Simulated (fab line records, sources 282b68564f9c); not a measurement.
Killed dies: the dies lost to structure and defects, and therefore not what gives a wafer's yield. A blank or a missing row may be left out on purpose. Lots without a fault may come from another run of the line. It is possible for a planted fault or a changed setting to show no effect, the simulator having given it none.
Which of the tools did it?    flow ritCmos    14 lots, 42 wafers sampled, at 6 steps of a route of 202

## WHAT THE GAUGES READ, wafer by wafer
RIT_PSD_TW_MEAS_10.
lot   measured     on            PSD_TW
L147  day 3 21:31  filmMetro-04  3422 3429 3425
L149  day 4 09:22  filmMetro-02  3395 3403 3414
L154  day 4 20:47  filmMetro-03  3444 3445 3407
L153  day 4 22:25  filmMetro-04  3389 3385 3398
L156  day 5 04:35  filmMetro-02  3418 3417 3423
L158  day 5 14:46  filmMetro-03  3410 3430 3419
L160  day 6 00:40  filmMetro-02  3423 3433 3429
L161  day 6 07:14  filmMetro-02  3429 3456 3444
L162  day 6 09:17  filmMetro-04  3424 3414 3411
L164  day 6 22:16  filmMetro-02  3714 3689 3703
L166  day 7 07:32  filmMetro-04  3678 3670 3651
L168  day 7 20:22  filmMetro-02  3420 3417 3422
L169  day 7 21:42  filmMetro-03  3414 3432 3437
L170  day 8 00:51  filmMetro-02  3427 3431 3424

RIT_SDANNEAL_RS_MEAS_04: the measuring method here is four-point-probe.
lot   measured     on            PSD_RS (ohm/sq)
L147  day 3 22:04  filmMetro-03  115.49 115.59 115.93
L149  day 4 09:52  filmMetro-03  115.86 115.98 115.90
L154  day 4 21:18  filmMetro-03  116.40 116.14 116.41
L153  day 4 22:56  filmMetro-04  115.88 116.03 115.87
L156  day 5 05:06  filmMetro-02  115.71 115.75 115.40
L158  day 5 15:17  filmMetro-04  115.57 115.81 115.81
L160  day 6 01:10  filmMetro-04  115.91 116.26 115.55
L161  day 6 07:44  filmMetro-03  116.37 115.98 115.87
L162  day 6 09:46  filmMetro-04  115.96 116.14 115.72
L164  day 6 22:46  filmMetro-04  98.61 98.27 98.33
L166  day 7 08:01  filmMetro-03  98.81 99.14 98.99
L168  day 7 20:51  filmMetro-04  115.92 115.59 115.87
L169  day 7 22:11  filmMetro-02  115.46 115.77 115.61
L170  day 8 01:20  filmMetro-04  116.46 116.29 116.59

RIT_SDANNEAL_RS_MEAS_06: the measuring method here is four-point-probe.
lot   measured     on            PLDD_RS (ohm/sq)
L147  day 3 22:18  filmMetro-03  177.7 178.6 178.3
L149  day 4 10:06  filmMetro-03  178.8 179.5 179.1
L154  day 4 21:32  filmMetro-03  179.6 179.9 179.7
L153  day 4 23:10  filmMetro-04  178.8 179.8 179.5
L156  day 5 05:20  filmMetro-02  178.8 178.9 178.6
L158  day 5 15:31  filmMetro-04  179.3 178.9 178.6
L160  day 6 01:24  filmMetro-04  178.3 178.4 178.2
L161  day 6 07:58  filmMetro-03  178.2 178.5 177.9
L162  day 6 10:00  filmMetro-04  178.5 178.3 178.1
L164  day 6 23:01  filmMetro-04  179.3 178.5 178.5
L166  day 7 08:16  filmMetro-03  178.6 179.1 179.2
L168  day 7 21:05  filmMetro-04  178.8 179.2 179.4
L169  day 7 22:26  filmMetro-02  178.3 178.0 178.3
L170  day 8 01:35  filmMetro-04  178.9 178.2 178.8

RIT_CONTACT_CD_MEAS_90: target cd 1000 nm.
lot   measured     on        cdNm (nm)
L147  day 4 00:59  cdSem-01  997.3 998.9 1000.2
L149  day 4 12:50  cdSem-02  1001.8 1002.4 1000.5
L154  day 5 00:10  cdSem-01  999.5 1000.2 998.9
L153  day 5 01:41  cdSem-01  1000.4 1001.3 1001.7
L156  day 5 08:08  cdSem-01  1001.3 1001.3 1002.4
L158  day 5 18:10  cdSem-01  999.0 999.7 999.0
L160  day 6 03:55  cdSem-02  999.2 1000.1 999.8
L161  day 6 10:37  cdSem-01  1000.7 1000.3 998.8
L162  day 6 12:56  cdSem-02  1002.2 1000.7 999.0
L164  day 7 01:35  cdSem-01  1002.4 1003.2 1003.9
L166  day 7 10:55  cdSem-02  999.7 1000.4 997.2
L168  day 7 23:49  cdSem-01  998.1 1001.3 1000.7
L169  day 8 01:04  cdSem-01  1000.3 998.8 1000.8
L170  day 8 04:10  cdSem-01  997.2 998.2 998.3

## TOOL THAT RAN EACH LOT (tool first, then ch and the chambers of the sampled wafers, then the start)
lot   RIT_NSD_STRIP_09                    RIT_PSD_IMPLANT_08
L147  plasmaAsher-04 ch 0,1, day 3 19:56  implanter-03 ch 0, day 3 21:13
L149  plasmaAsher-02 ch 0,1, day 4 06:57  implanter-03 ch 0, day 4 09:04
L154  plasmaAsher-02 ch 0,1, day 4 19:01  implanter-03 ch 0, day 4 20:29
L153  plasmaAsher-02 ch 0,1, day 4 20:47  implanter-03 ch 0, day 4 22:06
L156  plasmaAsher-03 ch 0,1, day 5 02:47  implanter-03 ch 0, day 5 04:18
L158  plasmaAsher-04 ch 0,1, day 5 13:05  implanter-01 ch 0, day 5 14:28
L160  plasmaAsher-03 ch 0,1, day 5 23:00  implanter-03 ch 0, day 6 00:22
L161  plasmaAsher-02 ch 0,1, day 6 05:40  implanter-01 ch 0, day 6 06:56
L162  plasmaAsher-03 ch 0,1, day 6 07:32  implanter-01 ch 0, day 6 08:57
L164  plasmaAsher-04 ch 0,1, day 6 20:33  implanter-03 ch 0, day 6 21:57
L166  plasmaAsher-04 ch 0,1, day 7 05:42  implanter-03 ch 0, day 7 07:13
L168  plasmaAsher-03 ch 0,1, day 7 18:39  implanter-01 ch 0, day 7 20:02
L169  plasmaAsher-02 ch 0,1, day 7 19:59  implanter-02 ch 0, day 7 21:23
L170  plasmaAsher-03 ch 0, day 7 23:14    implanter-02 ch 0, day 8 00:32
- RIT_NSD_STRIP_09: strips in O2, time 180 s.
- RIT_PSD_IMPLANT_08

## WHAT THE TOOLS THEMSELVES READ (means of the sampled wafers that have a number; where no wafer has one, the mark that the record gives instead)
RIT_NSD_STRIP_09.
lot   tool            drypumpMotorCurrentA (A)
L147  plasmaAsher-04  6.5
L149  plasmaAsher-02  5.5
L154  plasmaAsher-02  5.5
L153  plasmaAsher-02  5.5
L156  plasmaAsher-03  5.8
L158  plasmaAsher-04  6.6
L160  plasmaAsher-03  5.7
L161  plasmaAsher-02  5.5
L162  plasmaAsher-03  5.6
L164  plasmaAsher-04  6.5
L166  plasmaAsher-04  6.6
L168  plasmaAsher-03  5.6
L169  plasmaAsher-02  5.5
L170  plasmaAsher-03  5.9

RIT_PSD_IMPLANT_08.
lot   tool          beamEnergyKeV
L147  implanter-03  26.997
L149  implanter-03  27.001
L154  implanter-03  26.992
L153  implanter-03  26.986
L156  implanter-03  27.002
L158  implanter-01  27.002
L160  implanter-03  27.009
L161  implanter-01  27.004
L162  implanter-01  27.002
L164  implanter-03  36.449
L166  implanter-03  36.460
L168  implanter-01  26.989
L169  implanter-02  27.010
L170  implanter-02  26.998

## THE ANSWER, worked out from the rows above alone
Rule: usual is defined by the lots themselves. The widest of any qualifying gaps counts: lots, ordered by their means at a reading, are off when they make up no more than a third of the lots, leave a main group of 4 or more, and stand apart from it by 3 or more times the standard deviation of that group's means. Not used: any main group whose means are identical at the precision the tables above print for the reading. Also off: a lot with no number at a reading for which 4 or more lots have one. All remaining lots with rows at the step are treated as sound. After the gauges, taken in route order, come the tools' own readings; for these a lot's mean is taken, as printed above. The first step at which some lot is off is used, and at that step the reading that is off furthest; a lot without a number counts as furthest.
Off: at RIT_PSD_TW_MEAS_10 (PSD_TW), L164, L166. Mean 3421 and standard deviation 13 in the main group.
If a tool, at a process step before that reading, ran all the lots that are off and no sound lot after the first of them, it fits. Not tried: the gauges at RIT_PSD_TW_MEAS_10; whatever is off there is also off at RIT_NSD_STRIP_09, on other tools, and gauge error can't account for it. This does not decide it: 2 tools fit, namely plasmaAsher-04 at RIT_NSD_STRIP_09 and implanter-03 at RIT_PSD_IMPLANT_08.

## WHAT THE SIMULATOR PUT IN
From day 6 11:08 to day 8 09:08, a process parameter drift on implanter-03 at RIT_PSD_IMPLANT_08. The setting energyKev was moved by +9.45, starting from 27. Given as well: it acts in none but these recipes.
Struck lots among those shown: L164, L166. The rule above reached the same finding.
